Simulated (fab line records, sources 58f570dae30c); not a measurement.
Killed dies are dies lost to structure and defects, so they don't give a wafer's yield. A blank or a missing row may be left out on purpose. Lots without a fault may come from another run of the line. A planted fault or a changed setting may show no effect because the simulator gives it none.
A struck lot beside a sound one | flow berkeley_cmos170 | 15 steps out of a route of 331
Sound: wafers L931.2, L931.5, L931.6. Struck: wafers L928.1, L928.5, L928.6. The cause comes at the end.
At each step with rows: each side's tool, then ch and its chambers, then its first start. Under that, the readings that differ: sound wafers | struck wafers | difference of the means | sigmas: that difference in standard deviations of wafers without a fault.
alike: readings whose means differ by less than 2 such deviations, and words and numbers that are the same on both sides. not compared: withheld readings, readings that some wafer has no value for, bounds like >300 that may hide the same value, and numbers for which the record gives no deviation and whose values overlap.
The two part at a step that has a row with sigmas, a row that says differs or no value, or rows on one side only. Numbers that don't overlap but have no deviation are shown without sigmas and don't part them. A reading that every wafer of one side lacks parts them only if that side has two wafers or more.

first, 1 step without rows for these wafers: UCB170_PLDD_IMPLANT_09.
UCB170_PLDD_STRIP_10: strips in O2.
  sound on plasma_asher-04 ch 0,1, day 9 06:20; struck on plasma_asher-03 ch 0,1, day 8 21:59
  reading                      | sound             | struck            | difference | sigmas
  strip_time_to_endpoint_s (s) | 21.73 21.75 21.80 | 21.65 21.56 21.53 | -0.18      | -3
  alike: drypump_motor_current_A, oes_product_au
  not compared: rf_hours_counter_h
UCB170_PLDD_TW_MEAS_11:
  sound on film_metro-04, day 9 06:26; struck on film_metro-03, day 8 22:05
  alike: PLDD_TW
then, 7 steps without rows for these wafers: UCB170_PLDD_CLEAN_12 (cleans in SPM, time 600 s); UCB170_NLDD_HMDS_00 (prime time 60 s); UCB170_NLDD_COAT_01 (resist thk 900 nm); UCB170_NLDD_SOFTBAKE_02 (time 60 s); UCB170_NLDD_EXPOSE_03 (exposes mask NSELECT, target cd 1200 nm); UCB170_NLDD_PEB_04; UCB170_NLDD_DEVELOP_05 (develop time 45 s).
UCB170_NLDD_CD_MEAS_06: target cd 1200 nm.
  sound on cd_sem-02, day 9 11:06; struck on cd_sem-01, day 8 23:44
  alike: cd_nm
UCB170_NLDD_OVL_MEAS_07:
  sound on overlay-02, day 9 11:12; struck on overlay-01, day 8 23:51
  alike: NLDD_OVL
UCB170_NLDD_IMPLANT_08:
  sound on implanter-04 ch 0, day 9 11:16; struck on implanter-01 ch 0, day 8 23:53
  reading                   | sound                | struck               | difference | sigmas
  beam_energy_keV           | 30.020 30.013 30.002 | 28.875 28.865 28.864 | -1.144     | -99 or more
  model.implant.drp_nm (nm) | 9.611 9.611 9.611    | 9.345 9.345 9.345    | -0.266     |
then, 1 step without rows for these wafers: UCB170_NLDD_IMPLANT_09.
UCB170_M3_PROBE_99:
  the record has rows for the struck wafers here (prober-01, day 10 18:43) and none for the sound ones

WHERE THEY PART
First at UCB170_PLDD_STRIP_10; last, within this record, at UCB170_M3_PROBE_99.

WHY: what the simulator had put in
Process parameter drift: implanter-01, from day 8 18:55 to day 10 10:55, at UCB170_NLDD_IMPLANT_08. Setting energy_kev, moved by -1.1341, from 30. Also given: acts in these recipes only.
